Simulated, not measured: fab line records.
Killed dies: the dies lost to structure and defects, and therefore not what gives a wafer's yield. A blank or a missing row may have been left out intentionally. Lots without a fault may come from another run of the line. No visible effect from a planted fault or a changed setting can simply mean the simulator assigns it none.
What tool caused it? + flow rit-cmos + 14 lots with 42 wafers sampled at 4 steps, on a route of 202 steps

## WHAT EACH GAUGE READ, for each wafer
RIT_GATE_OVL_MEAS_17.
| lot  | measured    | on         | GATE_OVL (nm)     |
|------|-------------|------------|-------------------|
| L837 | day 2 14:23 | overlay-02 | -2.4 -2.1 -2.1    |
| L838 | day 2 18:28 | overlay-01 | -3.0 0.3 0.4      |
| L839 | day 2 22:16 | overlay-01 | 2.1 1.6 -0.1      |
| L840 | day 3 03:53 | overlay-02 | -1.6 -2.1 -1.8    |
| L841 | day 3 09:55 | overlay-01 | -2.0 0.0 -1.0     |
| L843 | day 3 19:05 | overlay-02 | -2.8 -2.7 -3.5    |
| L844 | day 3 22:49 | overlay-01 | 127.1 126.1 130.0 |
| L845 | day 4 04:13 | overlay-01 | 0.4 0.1 -0.7      |
| L847 | day 4 18:23 | overlay-02 | 129.6 130.1 129.0 |
| L849 | day 5 02:05 | overlay-01 | 129.0 129.0 129.1 |
| L851 | day 5 15:17 | overlay-01 | 0.1 -0.3 3.4      |
| L854 | day 6 04:13 | overlay-01 | -2.1 -1.7 -1.2    |
| L858 | day 6 23:13 | overlay-01 | 0.3 1.5 1.6       |
| L859 | day 7 03:50 | overlay-02 | 0.7 -0.8 -1.2     |

RIT_GATE_CD_MEAS_90 targets a cd of 150 nm.
| lot  | measured    | on        | cd-nm (nm)        |
|------|-------------|-----------|-------------------|
| L837 | day 2 14:58 | cd-sem-01 | 150.6 154.6 152.4 |
| L838 | day 2 18:56 | cd-sem-01 | 150.2 148.5 148.1 |
| L839 | day 2 22:44 | cd-sem-02 | 146.9 145.5 143.9 |
| L840 | day 3 04:21 | cd-sem-01 | 147.6 149.2 147.5 |
| L841 | day 3 10:25 | cd-sem-01 | 148.7 147.2 149.7 |
| L843 | day 3 19:41 | cd-sem-02 | 152.9 150.0 149.3 |
| L844 | day 3 23:19 | cd-sem-01 | 151.9 151.8 151.5 |
| L845 | day 4 04:41 | cd-sem-02 | 150.6 152.2 152.8 |
| L847 | day 4 18:53 | cd-sem-02 | 150.0 152.6 150.5 |
| L849 | day 5 02:34 | cd-sem-02 | 152.6 153.4 155.5 |
| L851 | day 5 15:49 | cd-sem-01 | 149.1 148.9 149.9 |
| L854 | day 6 04:43 | cd-sem-02 | 146.0 147.7 147.2 |
| L858 | day 6 23:41 | cd-sem-01 | 147.1 146.9 147.1 |
| L859 | day 7 04:18 | cd-sem-01 | 152.3 152.7 152.9 |

RIT_NLDD_TW_MEAS_10.
| lot  | measured    | on            | NLDD_TW        |
|------|-------------|---------------|----------------|
| L837 | day 2 19:25 | film-metro-04 | 2530 2510 2508 |
| L838 | day 2 23:24 | film-metro-02 | 2514 2509 2501 |
| L839 | day 3 03:19 | film-metro-03 | 2549 2560 2565 |
| L840 | day 3 09:29 | film-metro-03 | 2556 2562 2569 |
| L841 | day 3 14:59 | film-metro-02 | 2512 2502 2501 |
| L843 | day 4 00:15 | film-metro-03 | 2529 2529 2541 |
| L844 | day 4 04:09 | film-metro-04 | 2534 2536 2529 |
| L845 | day 4 11:11 | film-metro-02 | 2522 2513 2507 |
| L847 | day 5 00:05 | film-metro-03 | 2556 2552 2552 |
| L849 | day 5 07:08 | film-metro-03 | 2542 2561 2549 |
| L851 | day 5 21:54 | film-metro-04 | 2515 2517 2523 |
| L854 | day 6 09:10 | film-metro-02 | 2519 2517 2519 |
| L858 | day 7 04:33 | film-metro-04 | 2519 2528 2525 |
| L859 | day 7 08:53 | film-metro-04 | 2538 2533 2540 |

## TOOL THAT RAN EACH LOT (tool first, then ch and the chambers of the sampled wafers, then the start)
| lot  | RIT_GATE_EXPOSE_13                 |
|------|------------------------------------|
| L837 | iline-stepper-02 ch 0, day 2 13:53 |
| L838 | iline-stepper-01 ch 0, day 2 17:57 |
| L839 | iline-stepper-02 ch 0, day 2 21:41 |
| L840 | iline-stepper-01 ch 0, day 3 03:22 |
| L841 | iline-stepper-01 ch 0, day 3 09:25 |
| L843 | iline-stepper-02 ch 0, day 3 18:35 |
| L844 | iline-stepper-01 ch 0, day 3 22:19 |
| L845 | iline-stepper-02 ch 0, day 4 03:41 |
| L847 | iline-stepper-01 ch 0, day 4 17:53 |
| L849 | iline-stepper-01 ch 0, day 5 01:34 |
| L851 | iline-stepper-02 ch 0, day 5 14:37 |
| L854 | iline-stepper-02 ch 0, day 6 03:43 |
| L858 | iline-stepper-02 ch 0, day 6 22:42 |
| L859 | iline-stepper-02 ch 0, day 7 03:19 |
- RIT_GATE_EXPOSE_13: exposes mask M6, target cd 150 nm.

## AS READ BY THE TOOLS THEMSELVES (means over the sampled wafers that have a number; for cases with no such wafer, the mark the record gives instead)
The record holds no such reading with a usual standard deviation.

## THE ANSWER, worked out from the rows above alone
Rule: what is usual is taken from the lots themselves. The widest of any qualifying gaps counts: lots, ordered by their means at a reading, are off when they make up no more than a third of the lots, leave a main group of 4 or more, and stand apart from it by 3 or more times the standard deviation of that group's means. Not used: any main group whose means are identical at the precision the tables above print for the reading. Also off: a lot with no number at a reading for which 4 or more lots have one. Any other lot the step has rows for is counted as sound. After the gauges, taken in route order, come the tools' own readings; for these a lot's mean is taken, as printed above. At the first step where some lot is off, the reading lying furthest off is the one used; lots without a number count as furthest.
Off: L844, L847, L849, seen at RIT_GATE_OVL_MEAS_17 (GATE_OVL). Main group: mean -0.7 nm, sd 1.4.
If a tool, at a process step before that reading, ran all the lots that are off and no sound lot after the first of them, it fits. Those tools and the gauges at RIT_GATE_OVL_MEAS_17 are tried in the same way. One candidate fits, namely iline-stepper-01 at RIT_GATE_EXPOSE_13. Its last sound lot is L841 (day 3 09:25), its first lot that is off L844 (day 3 22:19): a fault that began between those two fits.

## WHAT THE SIMULATOR PUT IN
Scanner matching overlay: iline-stepper-01, from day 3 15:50 on, at RIT_GATE_EXPOSE_13. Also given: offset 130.
Shown lots that were struck: L844, L847, L849. This agrees with what the rule above found.
